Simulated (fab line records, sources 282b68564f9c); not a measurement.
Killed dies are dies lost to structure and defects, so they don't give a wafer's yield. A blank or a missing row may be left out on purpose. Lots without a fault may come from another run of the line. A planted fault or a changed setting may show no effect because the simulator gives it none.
fab line records | flow rit_cmos
record lots=6 wafers=18 last_day=7
route steps=202 shown NLDD@110 PLDD@114 SPACER@126 NSD@131 PSD@142 M1@202
lots that met no fault: from a run of the same line without faults
start_h: hours from the record's first day to the start of the lot's first wafer shown | wait_h: hours since the lot's step before | " the same as in the row above | L1.1+2: a row that stands for several wafers | - no value, or no start given | * or withheld: withheld | < > ~ a bound
route shown NAME@n: a module of which the file shows steps, and the number in the route of the first | usual: mean/standard deviation of fault-free wafers | same: alike in all rows | chamber/n: place in a boat | sites: the reading at each site | _std_site: their standard deviation | _edge_site: outer sites' mean less inner sites' | radius_mm: how far each site lies from the wafer's centre | mask NAME#n: copy n | behind: the tool/chamber that last shaped the wafer | hold: why the lot was held/for how many hours/how that ended | device: the transistor (n, p or np) that didn't switch | end of line: the same wafers' tests at the end of the route | a step without rows: its recipe alone | killed: dies lost to structure and defects at the first sort, not the wafer's yield | map: a wafer's dies, x killed, . not, _ none there
set.NAME: the setting as run; set.NAME@STEP: as run at that earlier step | model.NAME: the simulator's own value behind a step, which no gauge read
lots at some steps of the route; a table a step, a row a wafer
services: from which hour (start_h, from the record's first day; less than 0 if before it) a tool's chamber was out of use, for how many hours, and why
## steps
# step RIT_NLDD_HARDBAKE_07
# recipe resist=NOVOLAK temp_c=140 time_s=60
# step RIT_NLDD_IMPLANT_08
# recipe species=P energy_kev=20 dose_cm2=5e+14 tilt_deg=7
# step RIT_NLDD_STRIP_09
# recipe chemistry=O2 time_s=180 resist=NOVOLAK platen_temp_c=withheld power_w=500 pressure_mtorr=4000 o2_flow_sccm=4000
# usual drypump_motor_current_A=5.8/0.55
# same time_s=180
# columns lot.wafer tool chamber start_h wait_h drypump_motor_current_A rf_hours_counter_h
L229.1 plasma_asher-03 1 66.01 0.1 4.9 24
L229.3 " 0 " " 6.4 -
L229.5 " 1 " " 4.9 -
L238.1 plasma_asher-01 0 111.73 0.1 5.2 49
L238.4 " 1 " " 6.5 -
L238.6 " 1 " " 6.5 -
L244.1 plasma_asher-01 1 137.57 0.1 6.4 53
L244.2 " 0 " " 5.2 53
L244.3 " 0 " " 5.2 -
L245.1 plasma_asher-03 0 147.45 0.2 6.4 29
L245.3 " 1 " " 4.8 -
L245.5 " 1 " " 4.9 -
L247.1 plasma_asher-03 1 157.32 0.1 4.9 30
L247.3 " 0 " " 6.4 -
L247.5 " 0 " " 6.4 -
L248.1 plasma_asher-04 1 161.13 0.1 5.8 57
L248.3 " 0 " " 6.0 -
L248.6 " 1 " " 5.8 -
# step RIT_NLDD_TW_MEAS_10
# usual NLDD_TW=2533/15
# columns lot.wafer tool chamber start_h wait_h NLDD_TW
L229.1 film_metro-04 - 66.18 0.1 2510
L229.3 " - " " 2516
L229.5 " - " " 2541
L238.1 film_metro-04 - 111.90 0.1 2552
L238.4 " - " " 2531
L238.6 " - " " 2539
L244.1 film_metro-03 - 137.74 0.1 2522
L244.2 " - " " 2528
L244.3 " - " " 2520
L245.1 film_metro-04 - 147.62 0.1 2546
L245.3 " - " " 2524
L245.5 " - " " 2547
L247.1 film_metro-02 - 157.50 0.1 2544
L247.3 " - " " 2543
L247.5 " - " " 2530
L248.1 film_metro-04 - 161.30 0.1 2542
L248.3 " - " " 2557
L248.6 " - " " 2544
# step RIT_PLDD_HMDS_00
# recipe prime_time_s=60 prime_temp_c=140
# step RIT_PLDD_COAT_01
# recipe resist=NOVOLAK spin_rpm=3250 resist_thk_nm=1000
# step RIT_PLDD_SOFTBAKE_02
# recipe resist=NOVOLAK temp_c=90 time_s=60
# step RIT_PLDD_EXPOSE_03
# recipe mask_id=M8 na=0.57 target_cd_nm=40900 dose_mj=250
# step RIT_PLDD_PEB_04
# recipe resist=NOVOLAK temp_c=withheld time_s=withheld
# step RIT_PLDD_DEVELOP_05
# recipe resist=NOVOLAK develop_time_s=50 dev_temp_c=23
# step RIT_PLDD_OVL_MEAS_06
# usual PLDD_OVL=-0.2/1.2
# columns lot.wafer tool chamber start_h wait_h PLDD_OVL[nm]
L229.1 overlay-01 - 67.09 - -2.1
L229.3 " - " " 0.2
L229.5 " - " " 0.4
L238.1 overlay-01 - 112.81 - 0.3
L238.4 " - " " 0.7
L238.6 " - " " -2.2
L244.1 overlay-02 - 138.65 - 2.9
L244.2 " - " " 1.9
L244.3 " - " " 2.4
L245.1 overlay-02 - 148.53 - -0.6
L245.3 " - " " -0.1
L245.5 " - " " -0.5
L247.1 overlay-02 - 158.41 - -0.6
L247.3 " - " " 0.4
L247.5 " - " " 0.4
L248.1 overlay-02 - 162.34 - -0.3
L248.3 " - " " -0.1
L248.6 " - " " 0.6
# step RIT_PLDD_HARDBAKE_07
# recipe resist=NOVOLAK temp_c=140 time_s=60
# step RIT_PLDD_IMPLANT_08
# recipe species=BF2 energy_kev=20 dose_cm2=9e+14 tilt_deg=7
# usual beam_energy_keV=19.999/0.0063 beam_on_s=9.98/0.2 dose_ions_cm2=9.001e+14/1e+12 end_station_pressure_torr=7.3e-06/3.5e-07 faraday_current_uA=2829/57
# columns lot.wafer tool chamber start_h wait_h beam_energy_keV beam_on_s dose_ions_cm2 end_station_pressure_torr faraday_current_uA
L229.1 implanter-02 0 67.30 0.1 20.000 10.36 8.994e+14 7.2e-06 2719
L229.3 " 0 " " 19.999 10.24 8.995e+14 7.5e-06 2757
L229.5 " 0 " " 20.006 10.24 8.992e+14 7.9e-06 2753
L238.1 implanter-01 0 113.00 0.1 19.994 9.99 9.006e+14 7.5e-06 2816
L238.4 " 0 " " 19.994 10.01 9.024e+14 7.4e-06 2819
L238.6 " 0 " " 19.985 10.18 9.003e+14 7.4e-06 2773
L244.1 implanter-02 0 138.84 0.1 19.998 10.01 4.076e+14 6.4e-06 1280
L244.2 " 0 " " 19.997 9.96 4.059e+14 6.5e-06 1292
L244.3 " 0 " " 19.992 9.94 4.07e+14 6.7e-06 1292
L245.1 implanter-02 0 148.72 0.1 20.003 10.21 4.066e+14 6.1e-06 1254
L245.3 " 0 " " 19.996 10.14 4.07e+14 6.4e-06 1264
L245.5 " 0 " " 19.993 9.96 4.074e+14 6.1e-06 1284
L247.1 implanter-01 0 158.59 0.1 20.005 9.83 9.007e+14 7.4e-06 2875
L247.3 " 0 " " 20.002 10.26 9.007e+14 7.2e-06 2755
L247.5 " 0 " " 19.998 9.83 9.006e+14 7.5e-06 2863
L248.1 implanter-04 0 162.52 0.1 20.008 9.75 9.005e+14 7e-06 2888
L248.3 " 0 " " 20.002 10.24 8.995e+14 7.2e-06 2761
L248.6 " 0 " " 20.009 10.10 8.993e+14 7.2e-06 2802
# step RIT_PLDD_STRIP_09
# recipe chemistry=O2 time_s=180 resist=NOVOLAK platen_temp_c=withheld power_w=500 pressure_mtorr=4000 o2_flow_sccm=4000
# usual drypump_motor_current_A=5.8/0.35
# same time_s=180
# columns lot.wafer tool chamber start_h wait_h drypump_motor_current_A rf_hours_counter_h
L229.1 plasma_asher-02 0 67.45 0.1 5.7 41
L229.3 " 0 " " 5.7 -
L229.5 " 0 " " 5.7 -
L238.1 plasma_asher-01 1 113.15 0.1 6.5 50
L238.4 " 1 " " 6.5 -
L238.6 " 1 " " 6.5 -
L244.1 plasma_asher-01 0 138.99 0.1 5.2 53
L244.2 " 1 " " 6.5 53
L244.3 " 0 " " 5.2 -
L245.1 plasma_asher-04 0 148.87 0.1 6.0 56
L245.3 " 1 " " 5.8 -
L245.5 " 0 " " 6.0 -
L247.1 plasma_asher-04 0 158.74 0.1 6.0 57
L247.3 " 1 " " 5.8 -
L247.5 " 1 " " 5.8 -
L248.1 plasma_asher-01 1 162.67 0.1 6.5 56
L248.3 " 0 " " 5.2 -
L248.6 " 1 " " 6.5 -
# step RIT_PLDD_TW_MEAS_10
# usual PLDD_TW=2387/13
# columns lot.wafer tool chamber start_h wait_h hold PLDD_TW
L229.1 film_metro-02 - 67.62 0.1 - 2381
L229.3 " - " " - 2373
L229.5 " - " " - 2376
L238.1 film_metro-03 - 113.32 0.1 - 2382
L238.4 " - " " - 2383
L238.6 " - " " - 2394
L244.1 film_metro-03 - 139.16 0.1 await_dispo/0.2h/release 1905
L244.2 " - " " await_dispo/0.2h/release 1903
L244.3 " - " " await_dispo/0.2h/release 1915
L244.1 film_metro-03 - 139.39 0.2 - 1923
L244.2 " - " " - 1911
L244.3 " - " " - 1921
L245.1 film_metro-04 - 149.04 0.1 await_dispo/0.2h/release 1935
L245.3 " - " " await_dispo/0.2h/release 1931
L245.5 " - " " await_dispo/0.2h/release 1922
L245.1 film_metro-04 - 149.27 0.2 - 1934
L245.3 " - " " - 1939
L245.5 " - " " - 1932
L247.1 film_metro-04 - 158.92 0.1 - 2392
L247.3 " - " " - 2399
L247.5 " - " " - 2391
L248.1 film_metro-02 - 162.85 0.1 - 2384
L248.3 " - " " - 2388
L248.6 " - " " - 2390
# step RIT_SPACER_CLEAN_01
# recipe chemistry=dHF dilution=50:1 time_s=29.24
# step RIT_SPACER_CLEAN_02
# recipe chemistry=SC2 mix=3:3:50 time_s=600 temp_c=75 dry=n2_spin
# step RIT_SPACER_CVD_03
# recipe material=Si3N4 target_thk_nm=250 temp_c=810 precursor=SiH2Cl2/NH3 time_s=3300 pressure_mtorr=300 sih2cl2_flow_sccm=60 nh3_flow_sccm=150
# step RIT_SPACER_THK_MEAS_04
# recipe reads=Si3N4_of_SPACER_CVD_03
# usual SPACER_NITRIDE_THK=249.8/2.1
# columns lot.wafer tool chamber start_h wait_h SPACER_NITRIDE_THK[nm]
L229.1 film_metro-02 - 69.97 0.0 252.7
L229.3 " - " " 252.6
L229.5 " - " " 253.7
L238.1 film_metro-03 - 115.67 0.0 244.5
L238.4 " - " " 248.0
L238.6 " - " " 248.1
L244.1 film_metro-03 - 146.62 0.1 249.9
L244.2 " - " " 249.1
L244.3 " - " " 248.6
L245.1 film_metro-01 - 154.77 0.1 252.1
L245.3 " - " " 250.8
L245.5 " - " " 251.8
L247.1 film_metro-02 - 161.28 0.0 250.9
L247.3 " - " " 252.0
L247.5 " - " " 252.3
L248.1 film_metro-03 - 165.20 0.0 251.4
L248.3 " - " " 252.7
L248.6 " - " " 253.2
# step RIT_SPACER_ETCHBACK_05
# recipe target_depth_a=2500 SF6_flow_sccm=30 CHF3_flow_sccm=30 target=Si3N4 chemistry=SF6/CHF3 pressure_mtorr=40 rf_w=250 time_s=240 stop_on=SiO2
# usual drypump_motor_current_A=5.8/0.39 oes_product_au=0.850/0.012 throttle_valve_pct=10.23/0.092
# same time_s=240
# columns lot.wafer tool chamber start_h wait_h drypump_motor_current_A oes_product_au rf_hours_counter_h throttle_valve_pct
L229.1 rie_diel-01 2 70.03 0.1 5.4 0.849 2 10.24
L229.3 " 0 " " 5.1 0.857 21 10.14
L229.5 " 2 " " 5.4 0.854 - 10.24
L238.1 rie_diel-01 0 115.73 0.1 5.1 0.841 22 10.14
L238.4 " 1 " " 6.2 0.832 98 10.16
L238.6 " 3 " " 5.9 0.842 - 10.31
L244.1 rie_diel-04 2 146.68 0.1 6.2 0.847 5 10.26
L244.2 " 3 " " 5.7 0.846 36 10.32
L244.3 " 1 " " 6.4 0.850 152 10.05
L245.1 rie_diel-02 2 154.83 0.1 6.0 0.844 21 10.37
L245.3 " 3 " " 6.3 0.855 39 10.27
L245.5 " 2 " " 6.0 0.839 - 10.37
L247.1 rie_diel-04 2 161.34 0.1 6.2 0.838 6 10.26
L247.3 " 3 " " 5.7 0.852 36 10.32
L247.5 " 3 " " 5.7 0.848 - 10.32
L248.1 rie_diel-02 2 165.26 0.1 5.9 0.837 21 10.38
L248.3 " 0 " " 5.4 0.867 93 10.32
L248.6 " 3 " " 6.3 0.868 - 10.26
# step RIT_NSD_HMDS_00
# recipe prime_time_s=60 prime_temp_c=140
# step RIT_NSD_COAT_01
# recipe resist=NOVOLAK spin_rpm=3227 resist_thk_nm=1000
# step RIT_NSD_SOFTBAKE_02
# recipe resist=NOVOLAK temp_c=90 time_s=60
# step RIT_NSD_EXPOSE_03
# recipe mask_id=M9 na=0.57 target_cd_nm=40700 dose_mj=250
# step RIT_NSD_PEB_04
# recipe resist=NOVOLAK temp_c=withheld time_s=withheld
# step RIT_NSD_DEVELOP_05
# recipe resist=NOVOLAK develop_time_s=50 dev_temp_c=23
# step RIT_NSD_OVL_MEAS_06
# usual NSD_OVL=0.6/1.4
# columns lot.wafer tool chamber start_h wait_h NSD_OVL[nm]
L229.1 overlay-01 - 71.15 - 0.5
L229.3 " - " " 2.6
L229.5 " - " " 1.1
L238.1 overlay-02 - 116.73 - 1.5
L238.4 " - " " 1.1
L238.6 " - " " 1.1
L244.1 overlay-01 - 147.81 - -0.7
L244.2 " - " " 0.1
L244.3 " - " " -0.2
L245.1 overlay-02 - 156.02 - 0.9
L245.3 " - " " 0.1
L245.5 " - " " 1.4
L247.1 overlay-01 - 162.37 - 1.5
L247.3 " - " " 2.3
L247.5 " - " " 1.7
L248.1 overlay-01 - 166.26 - -0.2
L248.3 " - " " 1.7
L248.6 " - " " 1.2
# step RIT_NSD_HARDBAKE_07
# recipe resist=NOVOLAK temp_c=140 time_s=60
# step RIT_NSD_IMPLANT_08
# recipe species=P energy_kev=25 dose_cm2=1e+15 tilt_deg=7
# step RIT_NSD_STRIP_09
# recipe chemistry=O2 time_s=180 resist=NOVOLAK platen_temp_c=withheld power_w=500 pressure_mtorr=4000 o2_flow_sccm=4000
# usual drypump_motor_current_A=5.8/0.34
# same time_s=180
# columns lot.wafer tool chamber start_h wait_h drypump_motor_current_A rf_hours_counter_h
L229.1 plasma_asher-02 0 71.49 0.1 5.7 42
L229.3 " 1 " " 5.8 -
L229.5 " 0 " " 5.7 -
L238.1 plasma_asher-04 1 117.06 0.1 5.8 52
L238.4 " 0 " " 6.0 -
L238.6 " 0 " " 6.0 -
L244.1 plasma_asher-02 1 148.15 0.1 5.7 3
L244.2 " 0 " " 5.7 3
L244.3 " 1 " " 5.8 -
L245.1 plasma_asher-03 0 156.41 0.1 6.4 30
L245.3 " 1 " " 4.8 -
L245.5 " 0 " " 6.4 -
L247.1 plasma_asher-04 0 162.70 0.1 6.0 57
L247.3 " 0 " " 6.0 -
L247.5 " 0 " " 6.0 -
L248.1 plasma_asher-03 0 166.78 0.1 6.4 31
L248.3 " 0 " " 6.4 -
L248.6 " 1 " " 4.9 -
# step RIT_NSD_TW_MEAS_10
# usual NSD_TW=3173/18
# columns lot.wafer tool chamber start_h wait_h NSD_TW
L229.1 film_metro-03 - 71.66 0.1 3145
L229.3 " - " " 3155
L229.5 " - " " 3160
L238.1 film_metro-03 - 117.24 0.1 3175
L238.4 " - " " 3185
L238.6 " - " " 3159
L244.1 film_metro-03 - 148.32 0.1 3159
L244.2 " - " " 3145
L244.3 " - " " 3161
L245.1 film_metro-02 - 156.59 0.1 3184
L245.3 " - " " 3178
L245.5 " - " " 3157
L247.1 film_metro-04 - 162.88 0.1 3181
L247.3 " - " " 3195
L247.5 " - " " 3190
L248.1 film_metro-03 - 166.96 0.1 3148
L248.3 " - " " 3151
L248.6 " - " " 3137
# step RIT_PSD_HMDS_00
# recipe prime_time_s=60 prime_temp_c=140
# step RIT_PSD_COAT_01
# recipe resist=NOVOLAK spin_rpm=3250 resist_thk_nm=1000
# step RIT_PSD_SOFTBAKE_02
# recipe resist=NOVOLAK temp_c=88.81 time_s=60
# step RIT_PSD_EXPOSE_03
# recipe mask_id=M10 na=0.57 target_cd_nm=40900 dose_mj=250
# step RIT_PSD_PEB_04
# recipe resist=NOVOLAK temp_c=withheld time_s=withheld
# step RIT_PSD_DEVELOP_05
# recipe resist=NOVOLAK develop_time_s=50 dev_temp_c=23
# step RIT_PSD_OVL_MEAS_06
# usual PSD_OVL=-0.1/1.3
# columns lot.wafer tool chamber start_h wait_h PSD_OVL[nm]
L229.1 overlay-02 - 72.70 - -1.3
L229.3 " - " " -1.0
L229.5 " - " " 0.1
L238.1 overlay-02 - 118.15 - -1.5
L238.4 " - " " 0.2
L238.6 " - " " 1.3
L244.1 overlay-01 - 149.39 - 1.2
L244.2 " - " " 1.9
L244.3 " - " " 0.0
L245.1 overlay-01 - 157.74 - -1.2
L245.3 " - " " -1.3
L245.5 " - " " 0.5
L247.1 overlay-01 - 163.91 - 0.9
L247.3 " - " " 0.8
L247.5 " - " " 1.0
L248.1 overlay-02 - 167.89 - -1.2
L248.3 " - " " -1.3
L248.6 " - " " -1.0
# step RIT_PSD_HARDBAKE_07
# recipe resist=NOVOLAK temp_c=140 time_s=60
# step RIT_PSD_IMPLANT_08
# recipe species=BF2 energy_kev=27 dose_cm2=5e+15 tilt_deg=7
# step RIT_PSD_STRIP_09
# recipe chemistry=O2 time_s=180 resist=NOVOLAK platen_temp_c=withheld power_w=500 pressure_mtorr=4000 o2_flow_sccm=4000
# usual drypump_motor_current_A=5.8/0.57
# same time_s=180
# columns lot.wafer tool chamber start_h wait_h drypump_motor_current_A rf_hours_counter_h
L229.1 plasma_asher-01 0 73.03 0.1 5.2 45
L229.3 " 1 " " 6.5 -
L229.5 " 1 " " 6.5 -
L238.1 plasma_asher-01 0 118.48 0.1 5.2 51
L238.4 " 0 " " 5.2 -
L238.6 " 1 " " 6.5 -
L244.1 plasma_asher-02 1 149.73 0.1 5.7 3
L244.2 " 0 " " 5.7 3
L244.3 " 0 " " 5.7 -
L245.1 plasma_asher-02 0 158.13 0.1 5.7 5
L245.3 " 0 " " 5.7 -
L245.5 " 0 " " 5.7 -
L247.1 plasma_asher-02 1 164.25 0.1 5.8 6
L247.3 " 1 " " 5.8 -
L247.5 " 0 " " 5.7 -
L248.1 plasma_asher-02 1 168.22 0.1 5.8 6
L248.3 " 1 " " 5.8 -
L248.6 " 0 " " 5.7 -
# step RIT_SDANNEAL_RS_MEAS_06
# recipe thk_meas_gauge=four-point-probe
# usual PLDD_RS=178.8/0.45
# columns lot.wafer tool chamber start_h wait_h hold PLDD_RS[ohm/sq]
L229.1 film_metro-04 - 73.95 0.1 - 179.3
L229.3 " - " " - 179.7
L229.5 " - " " - 179.8
L238.1 film_metro-03 - 119.40 0.1 - 178.7
L238.4 " - " " - 179.1
L238.6 " - " " - 178.6
L244.1 film_metro-03 - 150.72 0.1 await_dispo/0.2h/release 300.8
L244.2 " - " " await_dispo/0.2h/release 303.7
L244.3 " - " " await_dispo/0.2h/release 302.3
L244.1 film_metro-03 - 151.01 0.3 - 301.0
L244.2 " - " " - 303.4
L244.3 " - " " - 302.3
L245.1 film_metro-03 - 159.11 0.1 await_dispo/0.2h/release 301.9
L245.3 " - " " await_dispo/0.2h/release 301.8
L245.5 " - " " await_dispo/0.2h/release 301.4
L245.1 film_metro-03 - 159.45 0.3 - 303.2
L245.3 " - " " - 301.6
L245.5 " - " " - 302.3
L247.1 film_metro-02 - 165.17 0.1 - 179.2
L247.3 " - " " - 178.5
L247.5 " - " " - 178.9
L248.1 film_metro-03 - 169.16 0.1 - 179.2
L248.3 " - " " - 178.5
L248.6 " - " " - 179.0
# step RIT_M1_PROBE_99
# usual defect_limited_yield=97.4/1.2 killed_at_front_end=7/3.3 killed_dies=7/3.3 killed_open=3.3/1.9 killed_short=3.6/2.1 sort_bin_3_pad_short=0.1/0.23 sort_bin_5_function=1.5/0.92 sort_bin_6_memory=1.0/0.64 sort_n_pass=257/3.3 sort_yield_pct=97.4/1.2
# same gross_dies=264 killed_at_M0_to_M3=0 killed_at_M4_up=0 killed_at_back_side=0 killed_at_contacts=0 killed_at_other=0
# columns lot.wafer tool chamber start_h wait_h defect_limited_yield[%] killed_at_front_end killed_dies killed_open killed_short sort_bin_3_pad_short[%] sort_bin_5_function[%] sort_bin_6_memory[%] sort_n_pass sort_yield_pct[%]
L247.1 prober-01 - 172.33 0.1 98.9 3 3 1 2 0 0.4 0.8 261 98.9
L247.3 prober-01 - 172.43 0.2 95.8 11 11 7 4 0.4 2.7 1.1 253 95.8
L247.5 prober-01 - 172.53 0.2 96.6 9 9 4 5 0.8 1.5 1.1 255 96.6
# killed by level:class
L247.1 FOX1:geometric_particle:short=1 GATE:geometric_particle:short=1 SILICIDE:geometric_particle:open=1
L247.3 GATE:geometric_particle:open=3 FOX1:geometric_particle:open=2 SPACER:geometric_particle:short=2 FOX1:geometric_particle:short=1 GATE:geometric_particle:short=1 SPACER:geometric_particle:open=1 SILICIDE:geometric_particle:open=1
L247.5 GATE:geometric_particle:open=2 GATE:geometric_particle:short=2 FOX1:geometric_particle:short=1 FOX2:geometric_particle:open=1 SPACER:geometric_particle:short=1 SILICIDE:geometric_particle:short=1 SILICIDE:geometric_particle:open=1
## services
# columns tool chamber start_h hours kind
rie_diel-01 0 43.39 5.3 repair
rie_diel-01 1 43.80 5.5 repair
rie_diel-01 3 47.80 8.6 repair
rie_diel-04 2 54.72 5.8 repair
rie_diel-02 3 67.37 15.7 repair
rie_diel-01 1 68.45 7.7 repair
plasma_asher-03 - 99.91 28.1 pm
rie_diel-01 2 102.47 12.0 repair
plasma_asher-02 - 108.75 9.0 pm
plasma_asher-02 0 108.75 9.0 vent_cycle
plasma_asher-02 1 108.75 9.0 vent_cycle
plasma_asher-02 0 117.75 - clean
plasma_asher-02 1 117.75 - clean
rie_diel-04 - 126.30 2.6 repair
plasma_asher-01 - 129.07 1.5 repair
implanter-04 - 131.21 5.2 repair
plasma_asher-03 - 136.23 5.4 repair
implanter-04 - 138.11 16.1 pm
rie_diel-01 3 141.81 3.2 repair
rie_diel-04 1 146.57 - clean
rie_diel-04 - 149.86 0.8 repair
implanter-02 - 154.19 15.4 pm
plasma_asher-04 - 166.80 0.8 repair
## key
first_sign step=RIT_PLDD_IMPLANT_08 reading=dose_ions_cm2 direction=down sigmas=99+ usual=9.001e+14 struck=4.069e+14
effect step=RIT_PLDD_IMPLANT_08 reading=faraday_current_uA direction=down sigmas=27 usual=2829 struck=1278
effect step=RIT_PLDD_TW_MEAS_10 reading=visit direction=added
effect step=RIT_PLDD_TW_MEAS_10 reading=PLDD_TW direction=down sigmas=37 usual=2387 struck=1918
effect step=RIT_SDANNEAL_RS_MEAS_06 reading=PLDD_RS direction=up sigmas=99+ usual=178.8 struck=302.0
met_at RIT_PLDD_IMPLANT_08
struck_wafers L244.1,L244.2,L244.3,L245.1,L245.3,L245.5
scrapped_behind RIT_SDANNEAL_RS_MEAS_06 L244.1,L244.2,L244.3,L245.1,L245.3,L245.5
onset_between 67.30 138.84
fault kind=process_parameter_drift tool=implanter-02 chamber=- onset_h=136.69 steps=RIT_PLDD_IMPLANT_08 channel=dose_cm2 offset=-4.9326e+14 shape=step end_h=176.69 acts_in=these_recipes_only stated=9e+14
